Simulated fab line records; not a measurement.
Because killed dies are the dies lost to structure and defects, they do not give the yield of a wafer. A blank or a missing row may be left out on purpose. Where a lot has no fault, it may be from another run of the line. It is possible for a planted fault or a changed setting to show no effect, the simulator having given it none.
fab line records + flow rit-cmos + part 2 of 2: steps 35 to 43 of 43
record
- lots=6
- wafers=18
- last-day=7
route steps=202 shown SDANNEAL@156 PSD@157 NSD@158 PLDD@159 NLDD@160 SILICIDE@161 CONTACT@168 M1@184
lots untouched by any fault: they come from a run of this same line in which no faults occurred
start-h: start of the lot's first displayed wafer, in hours after the record's first day + wait-h: time in hours since the lot's previous step + " as in the row above + L1.1+2: several wafers, shown together as one row + - either no value or no given start + * or withheld: withheld + < > ~ a bound
route shown NAME@n: NAME is a module with steps in the file, n the number in the route of the first one + usual: the fault-free wafers' mean and standard deviation + same: alike in all rows + chamber/n: place in a boat + sites: the reading at each site + _std_site: how widely they spread, as a standard deviation + _edge_site: outer sites' mean less inner sites' + radius-mm: for every site, how far away it sits from the centre of the wafer + mask NAME#n: copy n + behind: the tool/chamber that last shaped the wafer + hold: reason for holding the lot/hours on hold/outcome of the hold + device: transistor that didn't switch, given as n, p or np + end of line: the route-end tests of the same wafers + step lacking rows: just its recipe + killed: the dies lost at the first sort to structure and to defects; this is not the yield of the wafer + map: a wafer's dies, x killed, . not, _ none there
set.NAME: setting as actually run; set.NAME@STEP: the setting as run at that earlier step + model.NAME: the simulator's own value behind a step, which no gauge read
lots seen at some steps along the route; tables by step, rows by wafer
services: from which hour (start-h, from the record's first day; less than 0 if before it) a tool's chamber was out of use, for how many hours, and why
## steps
# step RIT_M1_EXPOSE_06
# recipe
- mask-id=M12
- na=0.6
- source-shape=conventional
- sigma-outer=0.5
- target-cd-nm=2600
- dose-mj=248.4
# step RIT_M1_PEB_07
# recipe
- resist=NOVOLAK
- temp-c=withheld
- time-s=withheld
# step RIT_M1_DEVELOP_08
# recipe
- resist=NOVOLAK
- develop-time-s=68
- dev-temp-c=23
# step RIT_M1_CD_MEAS_09
# recipe
- target-cd-nm=2600
# usual
- cd-nm=2599.4/1.7
| lot.wafer | tool      | chamber | start-h | wait-h | cd-nm  |
|-----------|-----------|---------|---------|--------|--------|
| L749.2    | cd-sem-02 | -       | 65.03   | -      | 2601.0 |
| L749.3    | "         | -       | "       | "      | 2602.0 |
| L749.6    | "         | -       | "       | "      | 2600.9 |
| L757.4    | cd-sem-02 | -       | 99.33   | -      | 2601.5 |
| L757.5    | "         | -       | "       | "      | 2600.6 |
| L757.6    | "         | -       | "       | "      | 2599.0 |
| L759.1    | cd-sem-02 | -       | 110.74  | -      | 2600.5 |
| L759.5    | "         | -       | "       | "      | 2601.4 |
| L759.6    | "         | -       | "       | "      | 2600.5 |
| L767.1    | cd-sem-01 | -       | 152.75  | -      | 2601.3 |
| L767.3    | "         | -       | "       | "      | 2598.8 |
| L767.4    | "         | -       | "       | "      | 2598.2 |
| L770.1    | cd-sem-01 | -       | 164.95  | -      | 2597.4 |
| L770.3    | "         | -       | "       | "      | 2599.1 |
| L770.4    | "         | -       | "       | "      | 2601.4 |
| L771.3    | cd-sem-01 | -       | 168.09  | -      | 2596.5 |
| L771.5    | "         | -       | "       | "      | 2596.8 |
| L771.6    | "         | -       | "       | "      | 2596.2 |
# step RIT_M1_OVL_MEAS_10
# usual
- M1_OVL=-0.4/1.4
| lot.wafer | tool       | chamber | start-h | wait-h | M1_OVL[nm] |
|-----------|------------|---------|---------|--------|------------|
| L749.2    | overlay-02 | -       | 65.14   | 0.1    | 1.8        |
| L749.3    | "          | -       | "       | "      | 2.5        |
| L749.6    | "          | -       | "       | "      | -0.5       |
| L757.4    | overlay-02 | -       | 99.41   | 0.1    | 0.2        |
| L757.5    | "          | -       | "       | "      | -0.4       |
| L757.6    | "          | -       | "       | "      | -2.3       |
| L759.1    | overlay-02 | -       | 110.86  | 0.1    | -3.0       |
| L759.5    | "          | -       | "       | "      | -1.7       |
| L759.6    | "          | -       | "       | "      | -2.6       |
| L767.1    | overlay-01 | -       | 152.87  | 0.1    | -2.4       |
| L767.3    | "          | -       | "       | "      | 0.8        |
| L767.4    | "          | -       | "       | "      | -0.1       |
| L770.1    | overlay-02 | -       | 165.07  | 0.1    | -2.2       |
| L770.3    | "          | -       | "       | "      | -0.7       |
| L770.4    | "          | -       | "       | "      | -0.4       |
| L771.3    | overlay-01 | -       | 168.19  | 0.1    | -1.2       |
| L771.5    | "          | -       | "       | "      | 0.5        |
| L771.6    | "          | -       | "       | "      | -1.2       |
# step RIT_M1_HARDBAKE_11
# recipe
- resist=NOVOLAK
- temp-c=140
- time-s=120
# step RIT_M1_METAL_ETCH_12
# recipe
- stop-on=SiO2
- chemistry=Cl2/BCl3
- target=Al
- time-s=165
- over-etch-frac=0.5
- pressure-mtorr=100
- target-depth-a=6000
- rf-w=250
- Cl2_flow_sccm=60
- bcl3-flow-sccm=50
# usual
- drypump-motor-current-A=5.71/0.19
- mfc-cl2-sccm=60.01/0.18
- oes-product-au=0.778/0.011
- throttle-valve-pct=8.27/0.14
# same
- over-etch-frac=0.5
| lot.wafer | tool         | chamber | start-h | wait-h | drypump-motor-current-A | mfc-cl2-sccm | oes-product-au | rf-hours-counter-h | throttle-valve-pct | model.SiO2_of_CONTACT_CVD_00.thk-nm |
|-----------|--------------|---------|---------|--------|-------------------------|--------------|----------------|--------------------|--------------------|-------------------------------------|
| L749.2    | rie-metal-03 | 0       | 65.45   | 0.2    | 5.67                    | 59.70        | 0.779          | 0                  | 8.07               | 360.1                               |
| L749.3    | "            | 0       | "       | "      | 5.63                    | 59.85        | 0.775          | -                  | 8.06               | 360                                 |
| L749.6    | "            | 0       | "       | "      | 5.65                    | 59.82        | 0.785          | -                  | 8.08               | 363.8                               |
| L757.4    | rie-metal-01 | 1       | 99.73   | 0.1    | 5.78                    | 60.02        | 0.768          | -                  | 8.06               | 418.4                               |
| L757.5    | "            | 1       | "       | "      | 5.79                    | 60.09        | 0.760          | -                  | 8.09               | 370.5                               |
| L757.6    | "            | 0       | "       | "      | 5.70                    | 60.07        | 0.775          | -                  | 8.30               | 376.2                               |
| L759.1    | rie-metal-04 | 0       | 111.15  | 0.2    | 5.84                    | 59.73        | 0.777          | 34                 | 8.45               | 354.4                               |
| L759.5    | "            | 1       | "       | "      | 6.02                    | 60.17        | 0.770          | -                  | 8.37               | 370                                 |
| L759.6    | "            | 0       | "       | "      | 5.86                    | 59.93        | 0.790          | -                  | 8.44               | 406.1                               |
| L767.1    | rie-metal-01 | 0       | 153.35  | 0.2    | 5.70                    | 59.76        | 0.787          | 5                  | 8.29               | 358.7                               |
| L767.3    | "            | 1       | "       | "      | 5.82                    | 60.09        | 0.774          | -                  | 8.07               | 353.2                               |
| L767.4    | "            | 0       | "       | "      | 5.69                    | 59.87        | 0.788          | -                  | 8.29               | 366.9                               |
| L770.1    | rie-metal-01 | 0       | 165.35  | 0.2    | 5.67                    | 59.87        | 0.784          | 5                  | 8.30               | 363.1                               |
| L770.3    | "            | 0       | "       | "      | 5.68                    | 60.08        | 0.787          | -                  | 8.31               | 366.6                               |
| L770.4    | "            | 1       | "       | "      | 5.80                    | 60.19        | 0.748          | -                  | 8.08               | 374.8                               |
| L771.3    | rie-metal-04 | 1       | 168.51  | 0.2    | 5.99                    | 60.14        | 0.779          | -                  | 8.37               | 360.2                               |
| L771.5    | "            | 1       | "       | "      | 6.00                    | 60.16        | 0.778          | -                  | 8.35               | 362.1                               |
| L771.6    | "            | 0       | "       | "      | 5.85                    | 59.84        | 0.800          | -                  | 8.45               | 361.8                               |
# step RIT_M1_STRIP_13
# recipe
- chemistry=nmp
- resist=NOVOLAK
- temp-c=80
- time-s=600
- dry=n2-spin
# step RIT_M1_PROBE_99
| lot.wafer | tool      | chamber | start-h | wait-h | model.etest.field-p-metal.vt-v | model.etest.antenna-contact.vt-shift-v |
|-----------|-----------|---------|---------|--------|--------------------------------|----------------------------------------|
| L749.2    | prober-01 | -       | 69.65   | 0.1    | -29                            | -0.01536                               |
| L749.3    | prober-01 | -       | 69.70   | 0.2    | -28.84                         | -0.01519                               |
| L749.6    | prober-01 | -       | 69.85   | 0.2    | -28.96                         | -0.008734                              |
| L757.4    | prober-01 | -       | 103.55  | 0.5    | -30.85                         | -0.004231                              |
| L757.5    | prober-01 | -       | 103.60  | 0.5    | -28.8                          | -0.01077                               |
| L757.6    | prober-01 | -       | 103.65  | 0.6    | -29.11                         | -0.006681                              |
| L759.1    | prober-02 | -       | 116.70  | 0.1    | -28.05                         | -0.01602                               |
| L759.5    | prober-02 | -       | 116.90  | 0.2    | -28.85                         | -0.008691                              |
| L759.6    | prober-02 | -       | 116.95  | 0.2    | -30.6                          | -0.005388                              |
| L767.1    | prober-01 | -       | 155.62  | 0.1    | -28.83                         | -0.01257                               |
| L767.3    | prober-01 | -       | 155.72  | 0.2    | -28.69                         | -0.01106                               |
| L767.4    | prober-01 | -       | 155.77  | 0.2    | -29.37                         | -0.01049                               |
| L770.1    | prober-02 | -       | 169.17  | 0.1    | -28.43                         | -0.009271                              |
| L770.3    | prober-02 | -       | 169.27  | 0.2    | -28.63                         | -0.007439                              |
| L770.4    | prober-02 | -       | 169.32  | 0.2    | -29.02                         | -0.007721                              |
| L771.3    | prober-01 | -       | 172.08  | 0.2    | -29.43                         | -0.01772                               |
| L771.5    | prober-01 | -       | 172.18  | 0.2    | -29.88                         | -0.01137                               |
| L771.6    | prober-01 | -       | 172.23  | 0.2    | -29.49                         | -0.01151                               |
# killed by level:class
L749.2 SPACER:geometric-particle:open=3 GATE:geometric-particle:open=2 FOX1:geometric-particle:open=1 FOX1:geometric-particle:short=1
L749.3 FOX2:geometric-particle:short=2 FOX1:geometric-particle:open=1 FOX1:geometric-particle:short=1 SILICIDE:geometric-particle:open=1
L749.6 GATE:geometric-particle:short=2 GATE:geometric-particle:open=2 REOX:geometric-particle:short=2 FOX1:geometric-particle:open=1 SPACER:geometric-particle:open=1 SILICIDE:geometric-particle:short=1
L759.1 FOX2:geometric-particle:short=2 GATE:geometric-particle:short=2 SILICIDE:geometric-particle:open=2 REOX:geometric-particle:short=1 SPACER:geometric-particle:open=1 SILICIDE:geometric-particle:short=1
L759.5 GATE:geometric-particle:open=2 FOX2:geometric-particle:open=1 GATE:geometric-particle:short=1 REOX:geometric-particle:open=1 REOX:geometric-particle:short=1 SPACER:geometric-particle:open=1
L759.6 GATE:geometric-particle:short=3 FOX2:geometric-particle:short=2 FOX2:geometric-particle:open=1 GATE:geometric-particle:open=1 SPACER:geometric-particle:open=1 SILICIDE:geometric-particle:short=1 SILICIDE:geometric-particle:open=1
L767.1 GATE:geometric-particle:short=4 GATE:geometric-particle:open=3 FOX1:geometric-particle:open=1 FOX1:geometric-particle:short=1 FOX2:geometric-particle:open=1 SPACER:geometric-particle:short=1 SILICIDE:geometric-particle:open=1
L767.3 SPACER:geometric-particle:open=2 FOX1:geometric-particle:open=1 GATE:geometric-particle:short=1 GATE:geometric-particle:open=1 SILICIDE:geometric-particle:short=1
L767.4 GATE:geometric-particle:short=3 SILICIDE:geometric-particle:short=2 FOX2:geometric-particle:open=1 SPACER:geometric-particle:short=1
L770.1 FOX1:geometric-particle:open=3 GATE:geometric-particle:open=2 GATE:geometric-particle:short=1
L770.3 GATE:geometric-particle:short=2 GATE:geometric-particle:open=2 FOX1:geometric-particle:open=1 REOX:geometric-particle:open=1 SILICIDE:geometric-particle:open=1
L770.4 FOX1:geometric-particle:short=2 REOX:geometric-particle:short=2 SILICIDE:geometric-particle:short=2 FOX1:geometric-particle:open=1 GATE:geometric-particle:open=1 GATE:geometric-particle:short=1 M1:geometric-particle:short=1
L771.3 FOX1:geometric-particle:short=3 GATE:geometric-particle:open=2 GATE:geometric-particle:short=2 FOX2:geometric-particle:short=1 REOX:geometric-particle:open=1 REOX:geometric-particle:short=1 SPACER:geometric-particle:short=1
L771.5 FOX1:geometric-particle:short=2 GATE:geometric-particle:short=2 SPACER:geometric-particle:open=2 FOX1:geometric-particle:open=1 REOX:geometric-particle:short=1 REOX:geometric-particle:open=1 SPACER:geometric-particle:short=1
L771.6 GATE:geometric-particle:open=3 FOX1:geometric-particle:open=1 REOX:geometric-particle:short=1
## services
| tool            | chamber | start-h | hours | kind           |
|-----------------|---------|---------|-------|----------------|
| rie-metal-03    | 0       | 40.51   | 16.0  | repair         |
| rie-metal-03    | -       | 59.71   | 0.1   | repair         |
| rie-metal-04    | -       | 62.08   | 2.8   | pm             |
| rtp-anneal-02   | -       | 68.27   | 5.3   | pm             |
| rie-metal-04    | -       | 81.64   | 0.5   | repair         |
| pecvd-03        | 0       | 82.84   | 3.7   | repair         |
| pecvd-04        | 0       | 83.10   | 7.0   | repair         |
| pvd-sputter-02  | -       | 84.48   | 2.0   | repair         |
| rie-diel-01     | 2       | 84.55   | 14.7  | repair         |
| plasma-asher-03 | -       | 91.42   | 15.0  | pm             |
| rie-metal-03    | -       | 92.03   | 0.5   | repair         |
| pecvd-03        | -       | 100.90  | 0.5   | repair         |
| pecvd-03        | -       | 106.21  | 2.8   | pm             |
| pvd-sputter-01  | -       | 107.90  | 4.5   | repair         |
| pecvd-03        | 2       | 111.69  | 14.6  | repair         |
| rie-diel-01     | 1       | 114.64  | -     | clean          |
| rie-diel-01     | 1       | 114.64  | 22.7  | scheduled-down |
| rie-diel-01     | 1       | 114.64  | 22.7  | vent-cycle     |
| rie-metal-04    | -       | 136.12  | 20.0  | pm             |
| pvd-sputter-01  | -       | 138.30  | 9.8   | repair         |
| pvd-sputter-02  | -       | 155.98  | 2.3   | repair         |
| rie-diel-01     | 0       | 157.50  | 9.7   | repair         |
| rie-metal-03    | 0       | 166.59  | 6.9   | repair         |
| plasma-asher-03 | -       | 168.17  | 2.4   | repair         |
## key
first-sign
- step=RIT_CONTACT_CVD_00
- reading=run-length-s
- direction=up
- sigmas=11
- usual=*
- struck=*
effect
- step=RIT_CONTACT_THK_MEAS_01
- reading=CONTACT_TEOS_THK
- direction=up
- sigmas=8.8
- usual=401
- struck=448
model-effect
- step=RIT_CONTACT_CVD_00
- value=SiO2_of_CONTACT_CVD_00.thk-nm
- without=399.1
- struck=447.8
model-effect
- step=RIT_CONTACT_ETCH_11
- value=etch.depth-nm
- without=399.1
- struck=447.8
model-effect
- step=RIT_M1_METAL_ETCH_12
- value=SiO2_of_CONTACT_CVD_00.thk-nm
- without=363.6
- struck=412.2
model-effect
- step=RIT_M1_PROBE_99
- value=etest.field-p-metal.vt-v
- without=-28.37
- struck=-30.73
met-at RIT_CONTACT_CVD_00
struck-wafers L757.4,L759.6
sort-left-out L757.4
tester-left-out L757,L759
fault
- kind=process-parameter-drift
- tool=pecvd-04
- chamber=0
- onset-h=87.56
- steps=RIT_CONTACT_CVD_00
- channel=time-s
- offset=*
- shape=step
- end-h=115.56
- stated=*
# tester-left-out: of these lots the tester's yield and bins aren't shown, on N5 and GAA mostly nor the transistor test; their killed dies are dies lost to structure and defects alone, not to doping, threshold or leakage, so they don't give the yield
# sort-left-out: the simulated sort isn't trusted on such a fault, so these wafers' sort isn't shown, and their yield isn't known
